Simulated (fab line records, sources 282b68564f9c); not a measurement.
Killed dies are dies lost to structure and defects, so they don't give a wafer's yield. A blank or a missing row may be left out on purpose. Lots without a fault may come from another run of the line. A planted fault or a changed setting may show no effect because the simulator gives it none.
Split-lot experiment | flow rit_cmos | 5 lots, 23 wafers read, on a route of 202 steps

THE SPLIT
At RIT_NSD_IMPLANT_08, the setting dose_cm2 was moved away from the recipe's 1e+15 on 9 of the 23 wafers read, by -6.7% to +2.8%. The other wafers ran this setting at the recipe's value.

FROM THE SPLIT TO THE READING: what the file shows between them, 3 steps
- RIT_PSD_IMPLANT_08 (also split here: tilt_deg)
- RIT_PSD_STRIP_09: strips in O2, time 180 s
- RIT_SDANNEAL_RTA_03: time 4.9 s

THE READING
NSD_RS, in ohm/sq, at RIT_SDANNEAL_RS_MEAS_05 (measures by four-point-probe). Fault-free wafers of this fab line usually give 84.51 ohm/sq, standard deviation 0.29 ohm/sq.

wafer  | tool, chamber at the split | dose_cm2 as run | against the recipe | NSD_RS, ohm/sq | against lot-mates on the recipe
L074.1 | implanter-02, 0            | 1e+15           | recipe             | 84.56          | -
L074.2 | implanter-02, 0            | 1e+15           | recipe             | 84.39          | -
L074.3 | implanter-02, 0            | 1e+15           | recipe             | 84.77          | -
L074.4 | implanter-02, 0            | 1e+15           | recipe             | 84.54          | -
L074.6 | implanter-02, 0            | 1e+15           | recipe             | 84.66          | -
L075.2 | implanter-04, 0            | 1e+15           | recipe             | 84.23          | -
L075.3 | implanter-04, 0            | 1e+15           | recipe             | 84.34          | -
L075.5 | implanter-04, 0            | 1e+15           | recipe             | 84.27          | -
L076.1 | implanter-04, 0            | 1e+15           | recipe             | 84.33          | -
L076.3 | implanter-04, 0            | 1.028e+15       | +2.8%              | 83.18          | -1.22
L076.4 | implanter-04, 0            | 1e+15           | recipe             | 84.48          | -
L076.5 | implanter-04, 0            | 1.028e+15       | +2.8%              | 83.02          | -1.39
L076.6 | implanter-04, 0            | 1.028e+15       | +2.8%              | 83.07          | -1.34
L077.1 | implanter-02, 0            | 1e+15           | recipe             | 84.82          | -
L077.2 | implanter-02, 0            | 1e+15           | recipe             | 85.12          | -
L077.3 | implanter-02, 0            | 9.744e+14       | -2.6%              | 86.88          | +1.91
L077.5 | implanter-02, 0            | 9.744e+14       | -2.6%              | 86.48          | +1.51
L077.6 | implanter-02, 0            | 9.744e+14       | -2.6%              | 86.86          | +1.89
L083.1 | implanter-02, 0            | 9.332e+14       | -6.7%              | 88.92          | +4.74
L083.2 | implanter-02, 0            | 1e+15           | recipe             | 84.20          | -
L083.4 | implanter-02, 0            | 9.332e+14       | -6.7%              | 89.20          | +5.02
L083.5 | implanter-02, 0            | 1e+15           | recipe             | 84.15          | -
L083.6 | implanter-02, 0            | 9.332e+14       | -6.7%              | 89.27          | +5.09

THE FIT
A straight line over all 23 wafers: NSD_RS changes by -0.673 ohm/sq for each +1% of dose_cm2; r = -0.98; the points scatter about the line by 0.33 ohm/sq.
The same after taking each lot's own level away (the mean of its wafers on the recipe; 23 wafers): -0.686 ohm/sq for each +1%; r = -0.99; scatter 0.26 ohm/sq.
On that fit, the largest move of dose_cm2 shifts the reading by 4.6 ohm/sq.
The lots' own levels span 84.175 to 84.970 ohm/sq, that is 2.7 times the standard deviation above.
So the lot-to-lot level changes the slope little: the two slopes agree.
Check: with one of the wafers moved furthest among these (-6.7%) left out of the fit, the line predicts +4.7 ohm/sq for it against its lot-mates. It came out at +4.74 ohm/sq against them.

OTHER SPLITS ON THESE WAFERS
These wafers also went through other splits before the reading. Each is held against what the fit with the lots' levels taken away leaves over:
other split on the same wafers  | wafers away from the commonest value | r with NSD_RS (lot level and that fit taken away)
RIT_ACTIVE_OXIDATION_01 temp_c  | 10                                   | +0.46
RIT_ACTIVE_CVD_03 nh3_flow_sccm | 10                                   | +0.11
RIT_ACTIVE_CLEAN_16 time_s      | 15                                   | -0.06
RIT_PWELL_HARDBAKE_07 temp_c    | 6                                    | +0.14
RIT_GATE_EXPOSE_13 dose_mj      | 5                                    | -0.38
RIT_NLDD_COAT_01 resist_thk_nm  | 6                                    | -0.13
RIT_NLDD_IMPLANT_08 energy_kev  | 5                                    | +0.40
RIT_PSD_IMPLANT_08 tilt_deg     | 11                                   | +0.04

THE FILE'S OWN FIT
NSD_RS changes by -0.7 ohm/sq for each +1% of dose_cm2, r = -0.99.
